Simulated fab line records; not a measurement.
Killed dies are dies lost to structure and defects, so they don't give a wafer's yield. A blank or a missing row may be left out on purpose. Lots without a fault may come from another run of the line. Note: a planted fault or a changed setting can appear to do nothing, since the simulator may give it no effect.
fab line records ; flow ritCmos
[record] lots = 5; wafers = 15; lastDay = 7
route steps=202 shown PSD@143 SDANNEAL@153 M1@202
lots that met no fault: from a run of the same line without faults
startH: hours from the record's first day to the start of the lot's first wafer shown ; waitH: hours from the lot's prior step to this one ; " repeats the value in the row above ; L1.1+2: a single row standing in for several wafers ; - value missing, or start not given ; * or withheld: withheld ; < > ~ a bound
route shown NAME@n: NAME is a module with steps in the file, n the number in the route of the first one ; usual: mean/standard deviation taken from wafers without a fault ; same: alike in all rows ; chamber/n: place in a boat ; sites: each site's reading ; _std_site: their standard deviation ; _edge_site: the outer-site mean with the inner-site mean subtracted ; radiusMm: for every site, how far away it sits from the centre of the wafer ; mask NAME#n: copy n ; behind: tool/chamber where the wafer was last shaped ; hold: what put the lot on hold/how long, in hours/how the hold closed ; device: the transistor (n, p or np) that didn't switch ; end of line: tests of these same wafers at the route's end ; a step with no rows: only its recipe ; killed: at the first sort, the dies lost to defects and structure; wafer yield is something else ; map: dies across one wafer; x = killed, . = not, _ = none there
set.NAME: the setting that was run; set.NAME@STEP: the one run at that earlier step ; model.NAME: the simulator's own value behind a step, which no gauge read
lots at some steps of the route; a table a step, a row a wafer
services: from which hour (startH, from the record's first day; less than 0 if before it) a tool's chamber was out of use, for how many hours, and why
[[steps]]
[step RIT_PSD_COAT_01]
[recipe] resist = NOVOLAK; spinRpm = 3250; resistThkNm = 1000
[step RIT_PSD_SOFTBAKE_02]
[recipe] resist = NOVOLAK; tempC = 90; timeS = 60
[step RIT_PSD_EXPOSE_03]
[recipe] maskId = M10; na = 0.57; targetCdNm = 40900; doseMj = 250
[step RIT_PSD_PEB_04]
[recipe] resist = NOVOLAK; tempC = withheld; timeS = withheld
[step RIT_PSD_DEVELOP_05]
[recipe] resist = NOVOLAK; developTimeS = 50; devTempC = 23
[step RIT_PSD_OVL_MEAS_06]
[usual] PSD_OVL = 0.5/1.4
lot.wafer;tool;chamber;startH;waitH;PSD_OVL[nm]
L794.4;overlay-01;-;58.97;-;2.1
L794.5;overlay-01;-;58.97;-;2.2
L794.6;overlay-01;-;58.97;-;2.0
L797.1;overlay-01;-;72.93;-;-2.6
L797.3;overlay-01;-;72.93;-;-2.9
L797.6;overlay-01;-;72.93;-;-1.7
L806.1;overlay-02;-;118.97;-;0.6
L806.2;overlay-02;-;118.97;-;-0.1
L806.4;overlay-02;-;118.97;-;0.8
L810.1;overlay-01;-;138.38;-;-1.9
L810.2;overlay-01;-;138.38;-;-1.1
L810.4;overlay-01;-;138.38;-;-1.2
L812.1;overlay-01;-;149.02;-;0.0
L812.4;overlay-01;-;149.02;-;-0.8
L812.6;overlay-01;-;149.02;-;0.4
[step RIT_PSD_HARDBAKE_07]
[recipe] resist = NOVOLAK; tempC = 140; timeS = 60
[step RIT_PSD_IMPLANT_08]
[recipe] species = BF2; energyKev = 27; doseCm2 = 5e+15; tiltDeg = 7
[step RIT_PSD_STRIP_09]
[recipe] chemistry = O2; timeS = 180; resist = NOVOLAK; platenTempC = withheld; powerW = 500; pressureMtorr = 4000; o2FlowSccm = 4000
[usual] drypumpMotorCurrentA = 5.6/0.52
lot.wafer;tool;chamber;startH;waitH;drypumpMotorCurrentA;rfHoursCounterH
L794.4;plasmaAsher-02;1;59.35;0.1;6.6;-
L794.5;plasmaAsher-02;1;59.35;0.1;6.6;-
L794.6;plasmaAsher-02;0;59.35;0.1;5.2;-
L797.1;plasmaAsher-01;0;73.26;0.1;5.3;42
L797.3;plasmaAsher-01;0;73.26;0.1;5.2;-
L797.6;plasmaAsher-01;0;73.26;0.1;5.2;-
L806.1;plasmaAsher-03;1;119.31;0.1;5.6;0
L806.2;plasmaAsher-03;0;119.31;0.1;5.7;0
L806.4;plasmaAsher-03;0;119.31;0.1;5.7;-
L810.1;plasmaAsher-02;1;138.71;0.1;6.6;50
L810.2;plasmaAsher-02;0;138.71;0.1;5.2;50
L810.4;plasmaAsher-02;0;138.71;0.1;5.2;-
L812.1;plasmaAsher-02;1;149.36;0.1;6.6;52
L812.4;plasmaAsher-02;1;149.36;0.1;6.6;-
L812.6;plasmaAsher-02;1;149.36;0.1;6.6;-
[step RIT_PSD_TW_MEAS_10]
[usual] PSD_TW = 3425/20
lot.wafer;tool;chamber;startH;waitH;PSD_TW
L794.4;filmMetro-01;-;59.50;0.1;3393
L794.5;filmMetro-01;-;59.50;0.1;3370
L794.6;filmMetro-01;-;59.50;0.1;3401
L797.1;filmMetro-01;-;73.44;0.1;3413
L797.3;filmMetro-01;-;73.44;0.1;3397
L797.6;filmMetro-01;-;73.44;0.1;3423
L806.1;filmMetro-01;-;119.48;0.1;3382
L806.2;filmMetro-01;-;119.48;0.1;3407
L806.4;filmMetro-01;-;119.48;0.1;3404
L810.1;filmMetro-02;-;138.89;0.1;3468
L810.2;filmMetro-02;-;138.89;0.1;3454
L810.4;filmMetro-02;-;138.89;0.1;3474
L812.1;filmMetro-02;-;149.53;0.1;3464
L812.4;filmMetro-02;-;149.53;0.1;3438
L812.6;filmMetro-02;-;149.53;0.1;3436
[step RIT_SDANNEAL_CLEAN_00]
[recipe] chemistry = SC1; mix = 3:3:50; timeS = 600; tempC = 75
[step RIT_SDANNEAL_CLEAN_01]
[recipe] chemistry = dHF; dilution = 50:1; timeS = 30
[step RIT_SDANNEAL_CLEAN_02]
[recipe] chemistry = SC2; mix = 3:3:50; timeS = 600; tempC = 75; dry = n2Spin
[usual] runLengthS = 628/3.2
lot.wafer;tool;chamber;startH;waitH;runLengthS
L794.4;wetBench-04;0;59.72;0.0;626
L794.5;wetBench-04;0;59.72;0.0;626
L794.6;wetBench-04;0;59.72;0.0;626
L797.1;wetBench-01;1;73.71;0.0;634
L797.3;wetBench-01;1;73.71;0.0;634
L797.6;wetBench-01;1;73.71;0.0;634
L806.1;wetBench-04;3;119.73;0.0;527
L806.2;wetBench-04;3;119.73;0.0;527
L806.4;wetBench-04;3;119.73;0.0;527
L810.1;wetBench-04;0;139.14;0.0;626
L810.2;wetBench-04;0;139.14;0.0;626
L810.4;wetBench-04;0;139.14;0.0;626
L812.1;wetBench-01;2;149.79;0.0;628
L812.4;wetBench-01;2;149.79;0.0;628
L812.6;wetBench-01;2;149.79;0.0;628
[step RIT_SDANNEAL_RTA_03]
[recipe] tempC = 1050; timeS = 5; idleTempC = 600; rampUpCPerS = 342; rampDownCPerS = 171; coolToC = 600; ambient = N2
[usual] wafer_temp_C_max = 1053.5/1.2
lot.wafer;tool;chamber;startH;waitH;wafer_temp_C_max
L794.4;rtpAnneal-02;0;59.92;0.0;1053.0
L794.5;rtpAnneal-02;0;59.92;0.0;1053.8
L794.6;rtpAnneal-02;0;59.92;0.0;1053.0
L797.1;rtpAnneal-01;0;73.90;0.0;1053.6
L797.3;rtpAnneal-01;0;73.90;0.0;1051.6
L797.6;rtpAnneal-01;0;73.90;0.0;1054.4
L806.1;rtpAnneal-02;0;119.91;0.0;1054.0
L806.2;rtpAnneal-02;0;119.91;0.0;1053.1
L806.4;rtpAnneal-02;0;119.91;0.0;1053.6
L810.1;rtpAnneal-02;0;139.32;0.0;1054.7
L810.2;rtpAnneal-02;0;139.32;0.0;1052.1
L810.4;rtpAnneal-02;0;139.32;0.0;1054.0
L812.1;rtpAnneal-02;0;149.96;0.0;1051.8
L812.4;rtpAnneal-02;0;149.96;0.0;1053.0
L812.6;rtpAnneal-02;0;149.96;0.0;1051.9
[step RIT_M1_PROBE_99]
[usual] killed_at_M0_to_M3 = 0.0/0.14; killedAtFrontEnd = 7/3.4; killedDies = 7/3.4; killedOpen = 3.3/2; killedShort = 3.8/2.4
[same] grossDies = 264; killed_at_M4_up = 0; killedAtBackSide = 0; killedAtContacts = 0; killedAtOther = 0
lot.wafer;tool;chamber;startH;waitH;killed_at_M0_to_M3;killedAtFrontEnd;killedDies;killedOpen;killedShort
L794.4;prober-02;-;67.75;0.2;0;6;6;3;3
L794.5;prober-02;-;67.80;0.2;0;6;6;3;3
L794.6;prober-02;-;67.85;0.2;0;2;2;1;1
L797.1;prober-01;-;81.21;0.1;0;8;8;5;3
L797.3;prober-01;-;81.31;0.2;0;5;5;3;2
L797.6;prober-01;-;81.46;0.2;0;5;5;1;2
L806.1;prober-02;-;127.45;0.1;0;5;5;3;2
L806.2;prober-02;-;127.50;0.1;1;10;11;3;7
L806.4;prober-02;-;127.60;0.2;0;9;9;6;3
L810.1;prober-02;-;147.07;0.1;0;11;11;4;7
L810.2;prober-02;-;147.12;0.1;0;8;8;5;3
L810.4;prober-02;-;147.22;0.2;0;17;17;7;10
L812.1;prober-02;-;158.44;0.1;0;12;12;8;4
L812.4;prober-02;-;158.59;0.2;0;5;5;2;3
L812.6;prober-02;-;158.69;0.2;0;7;7;2;5
// killed by level:class
L794.4 SILICIDE:geometricParticle:short=2 SILICIDE:geometricParticle:open=2 GATE:geometricParticle:short=1 SPACER:geometricParticle:open=1
L794.5 GATE:geometricParticle:short=3 FOX2:geometricParticle:open=1 REOX:geometricParticle:open=1 SPACER:geometricParticle:open=1
L794.6 GATE:geometricParticle:short=1 SILICIDE:geometricParticle:open=1
L797.1 FOX1:geometricParticle:open=2 FOX1:geometricParticle:short=1 FOX2:geometricParticle:open=1 GATE:geometricParticle:open=1 REOX:geometricParticle:short=1 SPACER:geometricParticle:open=1 SILICIDE:geometricParticle:short=1
L797.3 GATE:geometricParticle:open=3 GATE:geometricParticle:short=2
L797.6 NSD:coatMicrobubblePrinted=2 REOX:geometricParticle:short=1 SPACER:geometricParticle:open=1 SPACER:geometricParticle:short=1
L806.1 GATE:geometricParticle:open=2 ACTIVE:geometricParticle:open=1 REOX:geometricParticle:short=1 SPACER:geometricParticle:short=1
L806.2 FOX2:geometricParticle:short=4 GATE:geometricParticle:open=2 REOX:geometricParticle:short=2 GATE:geometricParticle:short=1 REOX:geometricParticle:open=1 M1:coatMicrobubblePrinted=1
L806.4 GATE:geometricParticle:open=6 GATE:geometricParticle:short=2 REOX:geometricParticle:short=1
L810.1 FOX1:geometricParticle:short=4 GATE:geometricParticle:short=3 GATE:geometricParticle:open=3 SPACER:geometricParticle:open=1
L810.2 GATE:geometricParticle:short=3 GATE:geometricParticle:open=3 FOX2:geometricParticle:open=1 SILICIDE:geometricParticle:open=1
L810.4 GATE:geometricParticle:short=6 GATE:geometricParticle:open=4 FOX1:geometricParticle:short=3 FOX1:geometricParticle:open=1 REOX:geometricParticle:short=1 SPACER:geometricParticle:open=1 SILICIDE:geometricParticle:open=1
L812.1 GATE:geometricParticle:open=5 FOX1:geometricParticle:short=2 FOX2:geometricParticle:open=1 GATE:geometricParticle:short=1 REOX:geometricParticle:open=1 SPACER:geometricParticle:short=1 SILICIDE:geometricParticle:open=1
L812.4 GATE:geometricParticle:short=2 FOX1:geometricParticle:short=1 GATE:geometricParticle:open=1 SPACER:geometricParticle:open=1
L812.6 GATE:geometricParticle:short=3 FOX1:geometricParticle:short=1 SPACER:geometricParticle:open=1 SILICIDE:geometricParticle:short=1 SILICIDE:geometricParticle:open=1
[[services]]
tool;chamber;startH;hours;kind
plasmaAsher-01;-;53.02;4.2;repair
plasmaAsher-03;-;108.75;9.0;pm
plasmaAsher-03;0;108.75;9.0;ventCycle
plasmaAsher-03;1;108.75;9.0;ventCycle
plasmaAsher-03;0;117.75;-;clean
plasmaAsher-03;1;117.75;-;clean
plasmaAsher-03;-;137.99;23.6;repair
[[key]]
[firstSign] step = RIT_SDANNEAL_CLEAN_02; reading = runLengthS; direction = down; sigmas = 32; usual = *; struck = *
effect none on later readings
metAt RIT_SDANNEAL_CLEAN_02
struckWafers L806.1,L806.2,L806.4
testerLeftOut L806
[fault] kind = processParameterDrift; tool = wetBench-04; chamber = 3; onsetH = 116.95; steps = RIT_SDANNEAL_CLEAN_02; channel = timeS; offset = *; shape = step; endH = 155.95; actsIn = *; stated = *
// testerLeftOut: of these lots the tester's yield and bins aren't shown, on N5 and GAA mostly nor the transistor test; their killed dies are dies lost to structure and defects alone, not to doping, threshold or leakage, so they don't give the yield
